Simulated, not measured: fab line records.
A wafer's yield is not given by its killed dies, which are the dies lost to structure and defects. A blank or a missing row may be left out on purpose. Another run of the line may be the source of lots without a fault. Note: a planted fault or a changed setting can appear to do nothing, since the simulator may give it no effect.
fab line records -- flow berkeleyCmos170
record: lots: 14, wafers: 42, lastDay: 13
route steps=331 shown GATE@127 SILICIDE@211 M2@273
lots untouched by any fault: they come from a run of this same line in which no faults occurred
startH: the number of hours between the record's first day and the start of the first shown wafer of the lot -- waitH: hours elapsed since this lot's preceding step -- " identical to the entry in the row above -- L1.1+2: a row that stands for several wafers -- - no value present, or no start provided -- * or withheld: withheld -- < > ~ a bound
route shown NAME@n: NAME is a module with steps in the file, n the number in the route of the first one -- usual: average and standard deviation across the fault-free wafers -- same: alike in all rows -- chamber/n: place in a boat -- sites: readings site by site -- _std_site: standard deviation of those values -- _edge_site: inner sites' mean taken away from outer sites' mean -- radiusMm: how far each site lies from the wafer's centre -- mask NAME#n: copy n -- behind: the tool/chamber that last shaped the wafer -- hold: why the lot was held/for how many hours/how that ended -- device: which transistor (n, p or np) failed to switch -- end of line: the tests these same wafers got at the end of their route -- a step without rows: its recipe alone -- killed: at the first sort, the dies lost to defects and structure; wafer yield is something else -- map: per-die view of a wafer (x killed, . not killed, _ where there is no die)
set.NAME: the run value of the setting; set.NAME@STEP: its run value at that earlier step -- model.NAME: the simulator's own value behind a step, which no gauge read
steps of the route over a sample of lots; a table a step, a row a wafer
services: from which hour (startH, from the record's first day; less than 0 if before it) a tool's chamber was out of use, for how many hours, and why
== steps ==
step: UCB170_GATE_OXIDATION_01
recipe: tempC: 850, ambient: O2, targetThkA: 66, oxTimeS: 1800
lot.wafer,tool,chamber,startH,waitH
L506.1+2+6,furnace-01,0,172.86,3.7
L507.1+5+6,furnace-01,0,183.69,5.1
L508.2+5+6,furnace-01,0,183.69,5.4
L509.1+3+6,furnace-01,0,183.69,4.9
L510.4+5+6,furnace-01,0,195.06,4.1
L511.2+3+4,furnace-01,0,195.06,4.1
L512.2+4+5,furnace-02,0,200.08,3.1
L513.2+5+6,furnace-02,0,200.08,3.3
L516.1+3+5,furnace-04,0,217.49,4.3
L520.2+3+4,furnace-02,0,242.95,4.8
L521.3+5+6,furnace-02,0,242.95,4.6
L522.1+4+5,furnace-02,0,242.95,5.0
L523.1+4+6,furnace-02,0,253.48,5.5
L524.1+2+5,furnace-02,0,253.48,5.3
step: UCB170_GATE_THK_MEAS_02
recipe: reads: SiO2_of_GATE_OXIDATION_01
usual: GATE_OXIDE_THK: 6.61/0.11
lot.wafer,tool,chamber,startH,waitH,GATE_OXIDE_THK[nm]
L506.1,filmMetro-01,-,174.36,0.0,6.37
L506.2,filmMetro-01,-,174.36,0.0,6.63
L506.6,filmMetro-01,-,174.36,0.0,6.36
L507.1,filmMetro-02,-,185.19,0.0,6.55
L507.5,filmMetro-02,-,185.19,0.0,6.74
L507.6,filmMetro-02,-,185.19,0.0,6.65
L508.2,filmMetro-03,-,185.20,0.0,6.57
L508.5,filmMetro-03,-,185.20,0.0,6.59
L508.6,filmMetro-03,-,185.20,0.0,6.72
L509.1,filmMetro-03,-,185.25,0.1,6.52
L509.3,filmMetro-03,-,185.25,0.1,6.50
L509.6,filmMetro-03,-,185.25,0.1,6.49
L511.2,filmMetro-01,-,196.57,0.0,10.42
L511.3,filmMetro-01,-,196.57,0.0,10.31
L511.4,filmMetro-01,-,196.57,0.0,10.43
L510.4,filmMetro-03,-,196.59,0.0,10.48
L510.5,filmMetro-03,-,196.59,0.0,10.36
L510.6,filmMetro-03,-,196.59,0.0,10.38
L513.2,filmMetro-03,-,201.59,0.0,6.85
L513.5,filmMetro-03,-,201.59,0.0,6.85
L513.6,filmMetro-03,-,201.59,0.0,6.78
L512.2,filmMetro-03,-,201.65,0.1,6.70
L512.4,filmMetro-03,-,201.65,0.1,6.65
L512.5,filmMetro-03,-,201.65,0.1,6.67
L516.1,filmMetro-01,-,218.99,0.0,6.46
L516.3,filmMetro-01,-,218.99,0.0,6.41
L516.5,filmMetro-01,-,218.99,0.0,6.52
L522.1,filmMetro-01,-,244.45,0.0,6.62
L522.4,filmMetro-01,-,244.45,0.0,6.60
L522.5,filmMetro-01,-,244.45,0.0,6.51
L520.2,filmMetro-02,-,244.46,0.0,6.49
L520.3,filmMetro-02,-,244.46,0.0,6.70
L520.4,filmMetro-02,-,244.46,0.0,6.73
L521.3,filmMetro-03,-,244.47,0.0,6.50
L521.5,filmMetro-03,-,244.47,0.0,6.43
L521.6,filmMetro-03,-,244.47,0.0,6.46
L523.1,filmMetro-02,-,254.98,0.0,6.68
L523.4,filmMetro-02,-,254.98,0.0,6.88
L523.6,filmMetro-02,-,254.98,0.0,6.67
L524.1,filmMetro-03,-,254.98,0.0,6.51
L524.2,filmMetro-03,-,254.98,0.0,6.47
L524.5,filmMetro-03,-,254.98,0.0,6.58
step: UCB170_SILICIDE_SPUTTER_01
recipe: material: Ti, targetThkNm: 30, timeS: 25, powerW: 1500, chamberPressurePa: 0.5
usual: throttleValvePct: 29.9/1.5
lot.wafer,tool,chamber,startH,waitH,throttleValvePct
L506.1,pvdSputter-03,-,201.46,0.0,30.2
L506.2,pvdSputter-03,-,201.46,0.0,29.6
L506.6,pvdSputter-03,-,201.46,0.0,29.8
L507.1,pvdSputter-02,-,212.97,0.0,29.7
L507.5,pvdSputter-02,-,212.97,0.0,29.9
L507.6,pvdSputter-02,-,212.97,0.0,29.9
L508.2,pvdSputter-04,-,213.42,0.0,29.8
L508.5,pvdSputter-04,-,213.42,0.0,31.3
L508.6,pvdSputter-04,-,213.42,0.0,28.1
L509.1,pvdSputter-03,-,213.49,0.0,30.1
L509.3,pvdSputter-03,-,213.49,0.0,29.5
L509.6,pvdSputter-03,-,213.49,0.0,29.4
L510.4,pvdSputter-02,-,221.31,0.0,26.4
L510.5,pvdSputter-02,-,221.31,0.0,32.1
L510.6,pvdSputter-02,-,221.31,0.0,29.7
L511.2,pvdSputter-04,-,221.59,0.0,31.1
L511.3,pvdSputter-04,-,221.59,0.0,28.1
L511.4,pvdSputter-04,-,221.59,0.0,31.3
L513.2,pvdSputter-02,-,231.62,0.0,32.5
L513.5,pvdSputter-02,-,231.62,0.0,32.8
L513.6,pvdSputter-02,-,231.62,0.0,29.6
L512.2,pvdSputter-03,-,231.79,0.0,29.0
L512.4,pvdSputter-03,-,231.79,0.0,30.1
L512.5,pvdSputter-03,-,231.79,0.0,29.1
L516.1,pvdSputter-04,-,244.05,0.0,27.7
L516.3,pvdSputter-04,-,244.05,0.0,29.9
L516.5,pvdSputter-04,-,244.05,0.0,31.4
L521.3,pvdSputter-03,-,271.18,0.0,29.6
L521.5,pvdSputter-03,-,271.18,0.0,29.2
L521.6,pvdSputter-03,-,271.18,0.0,29.9
L522.1,pvdSputter-04,-,271.63,0.0,28.0
L522.4,pvdSputter-04,-,271.63,0.0,31.1
L522.5,pvdSputter-04,-,271.63,0.0,27.8
L520.2,pvdSputter-03,-,271.83,0.0,28.9
L520.3,pvdSputter-03,-,271.83,0.0,30.1
L520.4,pvdSputter-03,-,271.83,0.0,29.7
L523.1,pvdSputter-03,-,281.09,0.0,29.9
L523.4,pvdSputter-03,-,281.09,0.0,30.0
L523.6,pvdSputter-03,-,281.09,0.0,30.2
L524.1,pvdSputter-02,-,281.63,0.0,29.9
L524.2,pvdSputter-02,-,281.63,0.0,29.8
L524.5,pvdSputter-02,-,281.63,0.0,32.6
step: UCB170_SILICIDE_RS_MEAS_02
recipe: thkMeasGauge: four-point-probe, reads: Ti_of_SILICIDE_SPUTTER_01
usual: SILICIDE_TI_RS: 26.2/0.36
lot.wafer,tool,chamber,startH,waitH,SILICIDE_TI_RS[ohm/sq]
L506.1,filmMetro-04,-,201.49,0.0,25.9
L506.2,filmMetro-04,-,201.49,0.0,26.1
L506.6,filmMetro-04,-,201.49,0.0,26.0
L507.1,filmMetro-01,-,213.00,0.0,26.1
L507.5,filmMetro-01,-,213.00,0.0,26.4
L507.6,filmMetro-01,-,213.00,0.0,26.3
L508.2,filmMetro-01,-,213.47,0.0,26.0
L508.5,filmMetro-01,-,213.47,0.0,26.6
L508.6,filmMetro-01,-,213.47,0.0,25.8
L509.1,filmMetro-04,-,213.52,0.0,25.6
L509.3,filmMetro-04,-,213.52,0.0,25.7
L509.6,filmMetro-04,-,213.52,0.0,25.9
L510.4,filmMetro-01,-,221.40,0.1,26.4
L510.5,filmMetro-01,-,221.40,0.1,26.7
L510.6,filmMetro-01,-,221.40,0.1,26.2
L511.2,filmMetro-04,-,221.64,0.0,26.3
L511.3,filmMetro-04,-,221.64,0.0,25.8
L511.4,filmMetro-04,-,221.64,0.0,26.3
L513.2,filmMetro-01,-,231.67,0.0,26.4
L513.5,filmMetro-01,-,231.67,0.0,26.5
L513.6,filmMetro-01,-,231.67,0.0,26.2
L512.2,filmMetro-03,-,231.84,0.0,25.9
L512.4,filmMetro-03,-,231.84,0.0,25.9
L512.5,filmMetro-03,-,231.84,0.0,25.9
L516.1,filmMetro-03,-,244.09,0.0,25.8
L516.3,filmMetro-03,-,244.09,0.0,26.1
L516.5,filmMetro-03,-,244.09,0.0,26.5
L521.3,filmMetro-04,-,271.26,0.1,26.0
L521.5,filmMetro-04,-,271.26,0.1,25.9
L521.6,filmMetro-04,-,271.26,0.1,25.8
L522.1,filmMetro-01,-,271.67,0.0,26.1
L522.4,filmMetro-01,-,271.67,0.0,26.7
L522.5,filmMetro-01,-,271.67,0.0,26.1
L520.2,filmMetro-04,-,271.88,0.0,25.9
L520.3,filmMetro-04,-,271.88,0.0,26.1
L520.4,filmMetro-04,-,271.88,0.0,26.0
L523.1,filmMetro-01,-,281.12,0.0,26.3
L523.4,filmMetro-01,-,281.12,0.0,26.1
L523.6,filmMetro-01,-,281.12,0.0,26.0
L524.1,filmMetro-03,-,281.66,0.0,26.0
L524.2,filmMetro-03,-,281.66,0.0,26.2
L524.5,filmMetro-03,-,281.66,0.0,26.6
step: UCB170_M2_RS_MEAS_02
recipe: thkMeasGauge: four-point-probe, reads: Al_of_M2_SPUTTER_01
usual: M2_AL_RS: 0.0321/0.00047
lot.wafer,tool,chamber,startH,waitH,M2_AL_RS[ohm/sq]
L506.1,filmMetro-01,-,214.18,0.0,0.0320
L506.2,filmMetro-01,-,214.18,0.0,0.0320
L506.6,filmMetro-01,-,214.18,0.0,0.0318
L508.2,filmMetro-04,-,225.54,0.1,0.0328
L508.5,filmMetro-04,-,225.54,0.1,0.0327
L508.6,filmMetro-04,-,225.54,0.1,0.0329
L509.1,filmMetro-04,-,228.96,0.0,0.0323
L509.3,filmMetro-04,-,228.96,0.0,0.0319
L509.6,filmMetro-04,-,228.96,0.0,0.0320
L507.1,filmMetro-03,-,229.06,0.1,0.0319
L507.5,filmMetro-03,-,229.06,0.1,0.0322
L507.6,filmMetro-03,-,229.06,0.1,0.0316
L510.4,filmMetro-03,-,234.06,0.1,0.0314
L510.5,filmMetro-03,-,234.06,0.1,0.0312
L510.6,filmMetro-03,-,234.06,0.1,0.0313
L511.2,filmMetro-03,-,238.21,0.1,0.0328
L511.3,filmMetro-03,-,238.21,0.1,0.0330
L511.4,filmMetro-03,-,238.21,0.1,0.0322
L513.2,filmMetro-03,-,242.77,0.1,0.0317
L513.5,filmMetro-03,-,242.77,0.1,0.0319
L513.6,filmMetro-03,-,242.77,0.1,0.0321
L512.2,filmMetro-01,-,244.01,0.1,0.0315
L512.4,filmMetro-01,-,244.01,0.1,0.0317
L512.5,filmMetro-01,-,244.01,0.1,0.0316
L516.1,filmMetro-03,-,258.49,0.0,0.0321
L516.3,filmMetro-03,-,258.49,0.0,0.0315
L516.5,filmMetro-03,-,258.49,0.0,0.0320
L521.3,filmMetro-04,-,284.41,0.1,0.0320
L521.5,filmMetro-04,-,284.41,0.1,0.0320
L521.6,filmMetro-04,-,284.41,0.1,0.0320
L520.2,filmMetro-04,-,287.28,0.1,0.0322
L520.3,filmMetro-04,-,287.28,0.1,0.0322
L520.4,filmMetro-04,-,287.28,0.1,0.0326
L522.1,filmMetro-03,-,287.58,0.0,0.0317
L522.4,filmMetro-03,-,287.58,0.0,0.0317
L522.5,filmMetro-03,-,287.58,0.0,0.0323
L524.1,filmMetro-01,-,292.88,0.0,0.0316
L524.2,filmMetro-01,-,292.88,0.0,0.0319
L524.5,filmMetro-01,-,292.88,0.0,0.0314
L523.1,filmMetro-04,-,294.33,0.0,0.0320
L523.4,filmMetro-04,-,294.33,0.0,0.0314
L523.6,filmMetro-04,-,294.33,0.0,0.0313
== services ==
tool,chamber,startH,hours,kind
pvdSputter-04,-,169.79,7.0,repair
pvdSputter-03,-,180.12,13.8,repair
pvdSputter-04,-,202.80,1.4,repair
pvdSputter-03,-,242.50,2.7,repair
furnace-01,-,244.86,4.7,pm
pvdSputter-02,-,270.77,3.1,repair
== key ==
firstSign: step: UCB170_GATE_THK_MEAS_02, reading: GATE_OXIDE_THK, direction: up, sigmas: 35, usual: 6.61, struck: 10.40
effect none on later readings
metAt UCB170_GATE_OXIDATION_01
struckLots L510,L511
testerLeftOut L510,L511
notActingAt UCB170_SILICIDE_SPUTTER_01,UCB170_SILICIDE_RS_MEAS_02,UCB170_M2_RS_MEAS_02
onsetBetween 183.69 195.06
fault: kind: processParameterDrift, tool: furnace-01, chamber: -, onsetH: 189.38, steps: UCB170_GATE_OXIDATION_01, channel: oxTimeS, offset: *, shape: step, endH: 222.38, actsIn: *, stated: *
testerLeftOut: of these lots the tester's yield and bins aren't shown, on N5 and GAA mostly nor the transistor test; their killed dies are dies lost to structure and defects alone, not to doping, threshold or leakage, so they don't give the yield
